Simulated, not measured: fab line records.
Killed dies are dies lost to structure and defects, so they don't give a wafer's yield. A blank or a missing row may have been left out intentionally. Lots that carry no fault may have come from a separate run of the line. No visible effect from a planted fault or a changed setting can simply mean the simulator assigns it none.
Split-lot trial || flow ritCmos || on a route of 202 steps: 5 lots, 23 wafers read

## THE SPLIT
At RIT_NSD_IMPLANT_08, the setting energyKev was moved away from the recipe's 25 on 9 of the 23 wafers read, by -6.0% to +5.6%. For the rest of the wafers, this setting stayed at what the recipe calls for.

The reading is taken at the split's own step.

## THE READING
The simulator's own value implant.drpNm, read by no gauge, in nm at RIT_NSD_IMPLANT_08. The file gives no usual value for it.

{"wafer": "L074.1", "tool, chamber at the split": "implanter-03, 0", "energyKev as run": 25, "against the recipe": "recipe", "implant.drpNm, nm": 14.84, "against lot-mates on the recipe": "-"}
{"wafer": "L074.3", "tool, chamber at the split": "implanter-03, 0", "energyKev as run": 25, "against the recipe": "recipe", "implant.drpNm, nm": 14.84, "against lot-mates on the recipe": "-"}
{"wafer": "L074.6", "tool, chamber at the split": "implanter-03, 0", "energyKev as run": 25, "against the recipe": "recipe", "implant.drpNm, nm": 14.84, "against lot-mates on the recipe": "-"}
{"wafer": "L074.2", "tool, chamber at the split": "implanter-03, 0", "energyKev as run": 26.4, "against the recipe": "+5.6%", "implant.drpNm, nm": 15.33, "against lot-mates on the recipe": "+0.49"}
{"wafer": "L074.5", "tool, chamber at the split": "implanter-03, 0", "energyKev as run": 26.4, "against the recipe": "+5.6%", "implant.drpNm, nm": 15.33, "against lot-mates on the recipe": "+0.49"}
{"wafer": "L080.2", "tool, chamber at the split": "implanter-03, 0", "energyKev as run": 25, "against the recipe": "recipe", "implant.drpNm, nm": 14.84, "against lot-mates on the recipe": "-"}
{"wafer": "L080.4", "tool, chamber at the split": "implanter-03, 0", "energyKev as run": 25, "against the recipe": "recipe", "implant.drpNm, nm": 14.84, "against lot-mates on the recipe": "-"}
{"wafer": "L080.5", "tool, chamber at the split": "implanter-03, 0", "energyKev as run": 25, "against the recipe": "recipe", "implant.drpNm, nm": 14.84, "against lot-mates on the recipe": "-"}
{"wafer": "L080.3", "tool, chamber at the split": "implanter-03, 0", "energyKev as run": 26.05, "against the recipe": "+4.2%", "implant.drpNm, nm": 15.21, "against lot-mates on the recipe": "+0.37"}
{"wafer": "L080.6", "tool, chamber at the split": "implanter-03, 0", "energyKev as run": 26.05, "against the recipe": "+4.2%", "implant.drpNm, nm": 15.21, "against lot-mates on the recipe": "+0.37"}
{"wafer": "L083.1", "tool, chamber at the split": "implanter-03, 0", "energyKev as run": 25.83, "against the recipe": "+3.3%", "implant.drpNm, nm": 15.13, "against lot-mates on the recipe": "+0.29"}
{"wafer": "L083.2", "tool, chamber at the split": "implanter-03, 0", "energyKev as run": 25.83, "against the recipe": "+3.3%", "implant.drpNm, nm": 15.13, "against lot-mates on the recipe": "+0.29"}
{"wafer": "L083.4", "tool, chamber at the split": "implanter-03, 0", "energyKev as run": 25.83, "against the recipe": "+3.3%", "implant.drpNm, nm": 15.13, "against lot-mates on the recipe": "+0.29"}
{"wafer": "L083.3", "tool, chamber at the split": "implanter-03, 0", "energyKev as run": 25, "against the recipe": "recipe", "implant.drpNm, nm": 14.84, "against lot-mates on the recipe": "-"}
{"wafer": "L083.6", "tool, chamber at the split": "implanter-03, 0", "energyKev as run": 25, "against the recipe": "recipe", "implant.drpNm, nm": 14.84, "against lot-mates on the recipe": "-"}
{"wafer": "L084.2", "tool, chamber at the split": "implanter-01, 0", "energyKev as run": 25, "against the recipe": "recipe", "implant.drpNm, nm": 14.84, "against lot-mates on the recipe": "-"}
{"wafer": "L084.4", "tool, chamber at the split": "implanter-01, 0", "energyKev as run": 25, "against the recipe": "recipe", "implant.drpNm, nm": 14.84, "against lot-mates on the recipe": "-"}
{"wafer": "L084.5", "tool, chamber at the split": "implanter-01, 0", "energyKev as run": 25, "against the recipe": "recipe", "implant.drpNm, nm": 14.84, "against lot-mates on the recipe": "-"}
{"wafer": "L085.1", "tool, chamber at the split": "implanter-01, 0", "energyKev as run": 25, "against the recipe": "recipe", "implant.drpNm, nm": 14.84, "against lot-mates on the recipe": "-"}
{"wafer": "L085.4", "tool, chamber at the split": "implanter-01, 0", "energyKev as run": 25, "against the recipe": "recipe", "implant.drpNm, nm": 14.84, "against lot-mates on the recipe": "-"}
{"wafer": "L085.5", "tool, chamber at the split": "implanter-01, 0", "energyKev as run": 25, "against the recipe": "recipe", "implant.drpNm, nm": 14.84, "against lot-mates on the recipe": "-"}
{"wafer": "L085.2", "tool, chamber at the split": "implanter-01, 0", "energyKev as run": 23.5, "against the recipe": "-6.0%", "implant.drpNm, nm": 14.29, "against lot-mates on the recipe": -0.55}
{"wafer": "L085.6", "tool, chamber at the split": "implanter-01, 0", "energyKev as run": 23.5, "against the recipe": "-6.0%", "implant.drpNm, nm": 14.29, "against lot-mates on the recipe": -0.55}

FIT RESULTS
A straight line over all 23 wafers: implant.drpNm changes by +0.0894 nm for each +1% of energyKev; r = +1.00; the points scatter about the line by 0.005 nm.
The same after taking each lot's own level away (the mean of its wafers on the recipe; 23 wafers): +0.0894 nm for each +1%; r = +1.00; scatter 0.005 nm.
That fit puts the effect of the largest move of energyKev on the reading at 0.54 nm.
The lots' own levels span 14.840 to 14.840 nm.
Consequently the slope shifts little with the lot-to-lot level, the two slopes agreeing.
Check: with one of the wafers moved furthest among these (-6.0%) left out of the fit, the line predicts -0.535 nm for it against its lot-mates. It came out at -0.55 nm against them.

## THE OTHER SPLITS THESE WAFERS WENT THROUGH
These wafers also went through other splits before the reading. Each is held against what the fit with the lots' levels taken away leaves over:
{"other split on the same wafers": "RIT_PLDD_IMPLANT_08 energyKev", "wafers away from the commonest value": 8, "r with implant.drpNm (lot level and that fit taken away)": -0.24}
{"other split on the same wafers": "RIT_SPACER_CVD_03 nh3FlowSccm", "wafers away from the commonest value": 15, "r with implant.drpNm (lot level and that fit taken away)": "+0.21"}

## THE WHOLE CHAIN: every reading that the file lists as answering this split, in the file's order
{"step": "RIT_NSD_IMPLANT_08", "what it does": "", "reading": "implant.rpNm (the simulator's own value, which no gauge read)", "change (the file's fit)": "+0.221 nm for each +1% of the setting", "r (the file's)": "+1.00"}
{"step": "RIT_NSD_IMPLANT_08", "what it does": "", "reading": "implant.drpNm (the simulator's own value, which no gauge read)", "change (the file's fit)": "+0.0894 nm for each +1% of the setting", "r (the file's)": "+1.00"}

## THE FILE'S OWN FIT
implant.drpNm changes by +0.0894 nm for each +1% of energyKev, r = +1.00.
